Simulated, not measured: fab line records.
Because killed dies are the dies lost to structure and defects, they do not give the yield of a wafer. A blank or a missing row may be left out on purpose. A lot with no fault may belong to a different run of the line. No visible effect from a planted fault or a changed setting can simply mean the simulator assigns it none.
2 desks, one fault ; flow rit-cmos ; numbers are kept per desk, each desk with only its own; the story behind them comes last

AT THE METROLOGY DESK
Means of the sampled wafers that have a number, per lot and without regard to the tool the lot ran on: this is what the gauges read. If a lot's mean is further than 4 standard deviations from the usual mean, the lot is out of limits and carries the mark OUT (the distance appears in the brackets).
Columns: A = REOX_OXIDE_THK at RIT_REOX_THK_MEAS_04, usual 25.3 nm; B = NLDD_OVL at RIT_NLDD_OVL_MEAS_06, usual 1.5 nm; C = NLDD_TW at RIT_NLDD_TW_MEAS_10, usual 2478; D = PLDD_OVL at RIT_PLDD_OVL_MEAS_06, usual 0.0 nm; E = PLDD_TW at RIT_PLDD_TW_MEAS_10, usual 2345; F = SPACER_NITRIDE_THK at RIT_SPACER_THK_MEAS_04, usual 249.1 nm; G = NSD_OVL at RIT_NSD_OVL_MEAS_06, usual -0.7 nm
lot;first seen here;A;B;C;D;E;F;G
L330;day 3 08:49;25.1;1.7;2464;0.2;2357;249.0;-1.4
L340;day 5 10:15;25.1;-0.6;2488;-1.2;2342;246.9;-1.1
L341;day 5 14:12;25.4;1.5;2471;1.6;2338;248.5;0.8
L342;day 5 20:15;25.6;1.2;2471;1.2;2328;247.7;-2.0
L346;day 6 19:37;25.3;2.8;2497;0.2;2326;246.5;-1.1
L347;day 6 23:33;25.4;0.5;2495;-0.6;2347;247.6;-1.5
Result from this desk: across the 6 lots, nothing is out of limits.

TOOL OWNER'S DESK, implanter-03
The tool's own readings at RIT_NLDD_IMPLANT_08, given as means over the sampled wafers that have a number, one for each lot that went through this tool. If a lot's mean is further than 4 standard deviations from the usual mean, the lot is out of limits and carries the mark OUT (the distance appears in the brackets).
Columns: A = faraday-current-uA at RIT_NLDD_IMPLANT_08, usual 1576
lot;first seen here;A
L340;day 5 11:28;1560
L341;day 5 15:25;1576
L342;day 5 21:21;1513
Result from this desk: across the 3 lots, nothing is out of limits.

TAKEN TOGETHER
At the metrology desk, nothing out of limits was observed.
The desk of the tool owner found nothing out of limits.

WHAT WAS PUT IN BY THE SIMULATOR
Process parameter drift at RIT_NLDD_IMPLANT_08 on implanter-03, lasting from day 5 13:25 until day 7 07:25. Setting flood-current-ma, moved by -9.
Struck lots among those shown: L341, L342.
